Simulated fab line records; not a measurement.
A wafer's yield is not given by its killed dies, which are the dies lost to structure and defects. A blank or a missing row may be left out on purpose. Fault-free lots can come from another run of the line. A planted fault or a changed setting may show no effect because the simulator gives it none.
fab line records	flow berkeleyCmos170
record lots=13	wafers=39	lastDay=14
route steps=331 shown START@1 NWELL@16 PWELL@39 M2@287
lots untouched by any fault: they come from a run of this same line in which no faults occurred
startH: hours from the record's opening day to when the first of the lot's shown wafers began	waitH: how many hours have passed since the lot's step before this one	" the same as in the row above	L1.1+2: one row covering several wafers at once	- no value present, or no start provided	* or withheld: withheld	< > ~ a bound
route shown NAME@n: names a module that has steps shown in the file, with the first one's number in the route	usual: the fault-free wafers' mean and standard deviation	same: alike in all rows	chamber/n: place in a boat	sites: each site's reading	_std_site: their standard deviation	_edge_site: inner sites' mean taken away from outer sites' mean	radiusMm: for every site, how far away it sits from the centre of the wafer	mask NAME#n: copy n	behind: the most recent tool/chamber to have shaped the wafer	hold: why the lot was held/for how many hours/how that ended	device: transistor that didn't switch, given as n, p or np	end of line: tests run on the same wafers once the route is complete	step lacking rows: just its recipe	killed: not the wafer's yield, but the dies lost to structure and defects at the first sort	map: dies across one wafer; x = killed, . = not, _ = none there
set.NAME: the setting as run; set.NAME@STEP: as run at that earlier step	model.NAME: the simulator's own value behind a step, which no gauge read
steps of the route over a sample of lots; a table a step, a row a wafer
services: the hour from which a tool's chamber was out of use, counted from the record's first day as startH (under 0 if before that day), plus the number of hours and why
## steps
# step UCB170_START_BOW_MEAS_00
# recipe mode=bow
# usual INCOMING_BOW=1/6.2
lot.wafer	tool	chamber	startH	waitH	INCOMING_BOW[um]
L130.2	filmMetro-03	-	10.02	-	6
L130.5	"	-	"	"	5
L130.6	"	-	"	"	-13
L131.2	filmMetro-04	-	15.02	-	2
L131.4	"	-	"	"	2
L131.5	"	-	"	"	-6
L133.1	filmMetro-04	-	25.00	-	-9
L133.4	"	-	"	"	0
L133.5	"	-	"	"	-2
L136.1	filmMetro-01	-	40.00	-	1
L136.2	"	-	"	"	11
L136.6	"	-	"	"	-3
L137.2	filmMetro-03	-	45.02	-	-1
L137.3	"	-	"	"	-1
L137.4	"	-	"	"	5
L139.1	filmMetro-03	-	55.00	-	4
L139.2	"	-	"	"	-4
L139.3	"	-	"	"	-11
L140.3	filmMetro-01	-	60.04	-	-2
L140.5	"	-	"	"	-9
L140.6	"	-	"	"	-5
L145.2	filmMetro-04	-	85.02	-	0
L145.3	"	-	"	"	0
L145.6	"	-	"	"	-1
L146.2	filmMetro-03	-	90.02	-	10
L146.4	"	-	"	"	4
L146.5	"	-	"	"	7
L150.3	filmMetro-01	-	110.04	-	10
L150.5	"	-	"	"	6
L150.6	"	-	"	"	8
L151.1	filmMetro-03	-	115.00	-	-6
L151.3	"	-	"	"	8
L151.6	"	-	"	"	-6
L152.4	filmMetro-04	-	120.06	-	-1
L152.5	"	-	"	"	-1
L152.6	"	-	"	"	6
L153.1	filmMetro-04	-	125.00	-	3
L153.5	"	-	"	"	-11
L153.6	"	-	"	"	-9
# step UCB170_NWELL_THK_MEAS_02
# recipe reads=SiO2_of_NWELL_OXIDATION_01
# usual NWELL_OXIDE_THK=26.3/0.39
lot.wafer	tool	chamber	startH	waitH	NWELL_OXIDE_THK[nm]
L130.2	filmMetro-02	-	31.22	0.0	26.4
L130.5	"	-	"	"	26.4
L130.6	"	-	"	"	26.7
L131.2	filmMetro-04	-	31.22	0.0	26.9
L131.4	"	-	"	"	26.7
L131.5	"	-	"	"	26.9
L133.1	filmMetro-02	-	38.14	0.0	27.3
L133.4	"	-	"	"	26.9
L133.5	"	-	"	"	26.7
L136.1	filmMetro-02	-	55.51	0.0	26.2
L136.2	"	-	"	"	26.5
L136.6	"	-	"	"	26.6
L137.2	filmMetro-02	-	61.60	0.0	26.4
L137.3	"	-	"	"	26.6
L137.4	"	-	"	"	26.1
L139.1	filmMetro-04	-	74.14	0.0	26.1
L139.2	"	-	"	"	26.6
L139.3	"	-	"	"	26.3
L140.3	filmMetro-01	-	74.16	0.0	27.0
L140.5	"	-	"	"	27.3
L140.6	"	-	"	"	27.3
L145.2	filmMetro-02	-	106.84	0.0	25.7
L145.3	"	-	"	"	26.3
L145.6	"	-	"	"	26.0
L146.2	filmMetro-04	-	112.18	0.0	26.6
L146.4	"	-	"	"	26.6
L146.5	"	-	"	"	26.4
L150.3	filmMetro-02	-	132.50	0.0	26.1
L150.5	"	-	"	"	25.8
L150.6	"	-	"	"	25.8
L151.1	filmMetro-04	-	140.81	0.0	26.7
L151.3	"	-	"	"	26.5
L151.6	"	-	"	"	26.2
L153.1	filmMetro-01	-	140.81	0.0	26.4
L153.5	"	-	"	"	26.6
L153.6	"	-	"	"	25.9
L152.4	filmMetro-02	-	140.84	0.0	25.9
L152.5	"	-	"	"	26.4
L152.6	"	-	"	"	26.2
# step UCB170_PWELL_CVD_05
# recipe material=Si3N4	targetThkNm=220	tempC=800	precursor=SiH2Cl2/NH3	timeS=3300	pressureMtorr=200	sih2cl2FlowSccm=25	nh3FlowSccm=75
# usual nh3FlowSccm=75.02/0.22	pressureMtorr=200.1/0.39	zonePowerLoadPct=22.0/1.4	zonePowerSourcePct=19.8/1.3
lot.wafer	tool	chamber	startH	waitH	nh3FlowSccm	pressureMtorr	zonePowerLoadPct	zonePowerSourcePct
L130.2	lpcvd-01	0	56.76	0.0	74.70	199.6	21.0	20.1
L130.5	"	0	"	"	74.75	200.1	21.0	19.8
L130.6	"	0	"	"	74.82	199.7	21.7	20.3
L131.2	lpcvd-01	0	56.76	0.0	75.22	200.3	21.2	20.1
L131.4	"	0	"	"	75.04	200.1	21.4	20.0
L131.5	"	0	"	"	75.19	200.1	21.5	20.0
L133.1	lpcvd-02	1	60.35	0.0	74.83	200.6	23.7	18.6
L133.4	"	1	"	"	75.23	199.9	24.3	18.9
L133.5	"	1	"	"	74.64	200.5	24.3	18.8
L136.1	lpcvd-01	0	81.24	0.0	74.91	199.9	21.3	20.3
L136.2	"	0	"	"	74.88	200.2	21.2	20.2
L136.6	"	0	"	"	74.84	199.9	21.5	20.0
L137.2	lpcvd-01	1	89.28	0.0	75.25	199.9	20.6	16.1
L137.3	"	1	"	"	74.97	199.5	20.7	15.9
L137.4	"	1	"	"	75.48	200.4	20.3	15.9
L139.1	lpcvd-02	1	99.63	0.0	74.93	200.8	23.6	18.9
L139.2	"	1	"	"	75.41	200.0	23.5	18.9
L139.3	"	1	"	"	75.14	200.7	23.9	18.7
L140.3	lpcvd-02	0	99.63	0.0	75.00	200.8	20.5	21.5
L140.5	"	0	"	"	75.13	200.2	20.3	21.6
L140.6	"	0	"	"	75.10	201.0	20.2	21.5
L145.2	lpcvd-02	1	134.98	0.0	74.91	201.0	23.9	18.7
L145.3	"	1	"	"	74.99	200.4	23.5	18.6
L145.6	"	1	"	"	74.85	200.3	23.8	18.8
L146.2	lpcvd-02	0	142.52	0.0	74.93	99.8	20.3	20.9
L146.4	"	0	"	"	74.61	100.1	20.3	21.3
L146.5	"	0	"	"	75.26	100.4	20.2	21.5
L150.3	lpcvd-02	1	163.75	1.7	74.86	199.7	23.6	18.7
L150.5	"	1	"	"	75.18	199.3	23.7	18.9
L150.6	"	1	"	"	74.96	200.3	23.8	19.0
L151.1	lpcvd-02	1	169.75	1.5	75.08	199.6	23.8	18.7
L151.3	"	1	"	"	75.31	199.7	23.4	18.9
L151.6	"	1	"	"	75.25	199.6	23.8	18.9
L152.4	lpcvd-02	1	169.75	1.5	75.22	199.9	24.0	18.7
L152.5	"	1	"	"	75.34	199.5	23.9	18.8
L152.6	"	1	"	"	75.14	199.2	23.6	19.0
L153.1	lpcvd-02	1	169.75	1.5	74.85	200.0	23.9	19.0
L153.5	"	1	"	"	75.08	200.0	23.7	18.9
L153.6	"	1	"	"	74.87	200.2	23.5	18.9
# step UCB170_PWELL_THK_MEAS_06
# recipe reads=Si3N4_of_PWELL_CVD_05
# usual PWELL_NITRIDE_THK=220.5/1.9
lot.wafer	tool	chamber	startH	waitH	PWELL_NITRIDE_THK[nm]
L130.2	filmMetro-03	-	58.68	0.0	216.1
L130.5	"	-	"	"	217.5
L130.6	"	-	"	"	218.1
L131.2	filmMetro-02	-	58.68	0.0	223.7
L131.4	"	-	"	"	223.0
L131.5	"	-	"	"	223.4
L133.1	filmMetro-03	-	62.32	0.1	220.1
L133.4	"	-	"	"	219.1
L133.5	"	-	"	"	217.9
L136.1	filmMetro-01	-	83.15	0.0	219.3
L136.2	"	-	"	"	219.6
L136.6	"	-	"	"	220.3
L137.2	filmMetro-03	-	91.21	0.0	221.4
L137.3	"	-	"	"	221.4
L137.4	"	-	"	"	222.3
L139.1	filmMetro-02	-	101.55	0.0	220.3
L139.2	"	-	"	"	219.1
L139.3	"	-	"	"	221.2
L140.3	filmMetro-03	-	101.57	0.0	216.5
L140.5	"	-	"	"	216.2
L140.6	"	-	"	"	217.7
L145.2	filmMetro-02	-	136.91	0.0	221.5
L145.3	"	-	"	"	222.1
L145.6	"	-	"	"	219.8
L146.2	filmMetro-02	-	144.45	0.0	179.5
L146.4	"	-	"	"	181.8
L146.5	"	-	"	"	181.4
L150.3	filmMetro-01	-	165.69	0.0	218.1
L150.5	"	-	"	"	217.8
L150.6	"	-	"	"	219.8
L151.1	filmMetro-02	-	171.67	0.0	221.4
L151.3	"	-	"	"	222.0
L151.6	"	-	"	"	222.0
L153.1	filmMetro-01	-	171.67	0.0	221.8
L153.5	"	-	"	"	222.9
L153.6	"	-	"	"	224.3
L152.4	filmMetro-03	-	171.70	0.0	220.2
L152.5	"	-	"	"	220.1
L152.6	"	-	"	"	219.3
# step UCB170_PWELL_ETCH_14
# recipe chemistry=CH3F/Ar/O2	target=Si3N4	stopOn=SiO2	CH3F_flow_sccm=20	Ar_flow_sccm=50	O2_flow_sccm=7	pressureMtorr=50	rfW=450	targetDepthA=2420	overEtchFrac=0.1	timeS=151
# usual drypumpMotorCurrentA=5.9/0.47	oesProductAu=0.946/0.013	throttleValvePct=8.03/0.11
lot.wafer	tool	chamber	startH	waitH	drypumpMotorCurrentA	oesProductAu	rfHoursCounterH	throttleValvePct
L131.2	rieDiel-02	2	59.89	0.0	6.2	0.951	114	8.09
L131.4	"	3	"	"	6.3	0.958	-	8.18
L131.5	"	0	"	"	6.0	0.968	-	8.04
L130.2	rieDiel-03	3	60.16	0.0	5.5	0.961	160	8.02
L130.5	"	2	"	"	6.4	0.958	-	8.03
L130.6	"	1	"	"	6.1	0.938	-	8.11
L133.1	rieDiel-03	3	63.66	0.0	5.5	0.985	160	8.03
L133.4	"	1	"	"	6.2	0.931	70	8.11
L133.5	"	3	"	"	5.5	0.961	-	8.03
L136.1	rieDiel-01	2	84.22	0.0	5.4	0.932	76	7.80
L136.2	"	3	"	"	6.3	0.929	53	8.13
L136.6	"	0	"	"	6.4	0.932	-	7.86
L137.2	rieDiel-01	1	92.30	0.0	5.5	0.952	38	7.92
L137.3	"	3	"	"	6.3	0.940	54	8.11
L137.4	"	2	"	"	5.4	0.933	76	7.78
L140.3	rieDiel-03	1	102.62	0.0	6.1	0.919	72	8.12
L140.5	"	1	"	"	6.2	0.925	-	8.12
L140.6	"	3	"	"	5.5	0.971	-	8.01
L139.1	rieDiel-01	0	102.74	0.0	6.4	0.931	102	7.89
L139.2	"	2	"	"	5.4	0.936	77	7.80
L139.3	"	3	"	"	6.3	0.940	54	8.13
L145.2	rieDiel-03	1	137.84	0.0	6.2	0.944	73	8.13
L145.3	"	2	"	"	6.4	0.971	135	8.02
L145.6	"	3	"	"	5.5	0.934	-	8.02
L146.2	rieDiel-03	1	145.75	0.0	6.2	0.839	74	8.11
L146.4	"	2	"	"	6.4	0.855	136	8.02
L146.5	"	0	"	"	5.1	0.839	-	8.13
L150.3	rieDiel-02	2	166.84	0.0	6.2	0.941	118	8.09
L150.5	"	0	"	"	6.1	0.944	-	8.03
L150.6	"	3	"	"	6.3	0.943	-	8.19
L151.1	rieDiel-02	1	172.73	0.0	6.5	0.945	4	7.95
L151.3	"	0	"	"	6.1	0.967	86	8.05
L151.6	"	1	"	"	6.5	0.950	-	7.95
L153.1	rieDiel-01	0	172.85	0.0	6.4	0.940	104	7.89
L153.5	"	1	"	"	5.5	0.956	-	7.90
L153.6	"	2	"	"	5.4	0.941	-	7.78
L152.4	rieDiel-03	3	172.96	0.0	5.5	0.934	1	8.03
L152.5	"	1	"	"	6.2	0.939	-	8.11
L152.6	"	2	"	"	6.4	0.955	-	8.03
# step UCB170_M2_OVL_MEAS_16
# usual M2_OVL=-2/5.2
lot.wafer	tool	chamber	startH	waitH	M2_OVL[nm]
L131.2	overlay-02	-	196.70	0.1	5
L131.4	"	-	"	"	3
L131.5	"	-	"	"	0
L133.1	overlay-01	-	198.08	0.1	-6
L133.4	"	-	"	"	2
L133.5	"	-	"	"	0
L130.2	overlay-01	-	198.40	0.1	-2
L130.5	"	-	"	"	-1
L130.6	"	-	"	"	-1
L136.1	overlay-01	-	222.16	0.1	0
L136.2	"	-	"	"	-5
L136.6	"	-	"	"	-2
L137.2	overlay-01	-	234.13	0.1	-5
L137.3	"	-	"	"	-12
L137.4	"	-	"	"	0
L140.3	overlay-02	-	243.72	0.1	-5
L140.5	"	-	"	"	-5
L140.6	"	-	"	"	-5
L139.1	overlay-01	-	244.24	0.1	-2
L139.2	"	-	"	"	0
L139.3	"	-	"	"	-4
L145.2	overlay-02	-	274.42	0.1	5
L145.3	"	-	"	"	1
L145.6	"	-	"	"	-8
L146.2	overlay-02	-	280.60	0.1	6
L146.4	"	-	"	"	-4
L146.5	"	-	"	"	-4
L151.1	overlay-02	-	301.79	0.1	2
L151.3	"	-	"	"	-3
L151.6	"	-	"	"	-11
L153.1	overlay-02	-	303.77	0.1	-1
L153.5	"	-	"	"	-7
L153.6	"	-	"	"	-8
L150.3	overlay-01	-	304.84	0.1	-7
L150.5	"	-	"	"	-8
L150.6	"	-	"	"	1
L152.4	overlay-01	-	317.20	0.1	-5
L152.5	"	-	"	"	-9
L152.6	"	-	"	"	-3
## services
tool	chamber	startH	hours	kind
rieDiel-02	1	46.52	-	clean
rieDiel-02	1	46.52	19.1	scheduledDown
rieDiel-02	1	46.52	19.1	ventCycle
rieDiel-03	-	95.21	4.0	pm
rieDiel-02	-	98.46	14.6	pm
rieDiel-03	2	101.96	3.7	repair
rieDiel-03	-	110.87	2.8	pm
rieDiel-03	3	113.62	-	clean
rieDiel-03	3	113.62	13.2	scheduledDown
rieDiel-03	3	113.62	13.2	ventCycle
rieDiel-01	3	124.30	2.1	repair
lpcvd-02	-	151.22	0.5	repair
rieDiel-03	3	154.11	13.3	repair
lpcvd-01	-	156.39	26.1	repair
## key
firstSign step=UCB170_PWELL_CVD_05	reading=pressureMtorr	direction=down	sigmas=99+	usual=200.1	struck=100.1
effect step=UCB170_PWELL_THK_MEAS_06	reading=PWELL_NITRIDE_THK	direction=down	sigmas=21	usual=220.5	struck=180.9
effect step=UCB170_PWELL_ETCH_14	reading=oesProductAu	direction=down	sigmas=8.1	usual=0.946	struck=0.844
metAt UCB170_PWELL_CVD_05
struckLots L146
struckWafers L146.2,L146.4,L146.5
testerLeftOut L146
notActingAt UCB170_START_BOW_MEAS_00,UCB170_NWELL_THK_MEAS_02,UCB170_M2_OVL_MEAS_16
onsetBetween 99.63 142.52
fault kind=processParameterDrift	tool=lpcvd-02	chamber=0	onsetH=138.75	steps=UCB170_PWELL_CVD_05	channel=pressureMtorr	offset=-100	shape=step	endH=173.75	actsIn=theseRecipesOnly	stated=200
# testerLeftOut: of these lots the tester's yield and bins aren't shown, on N5 and GAA mostly nor the transistor test; their killed dies are dies lost to structure and defects alone, not to doping, threshold or leakage, so they don't give the yield
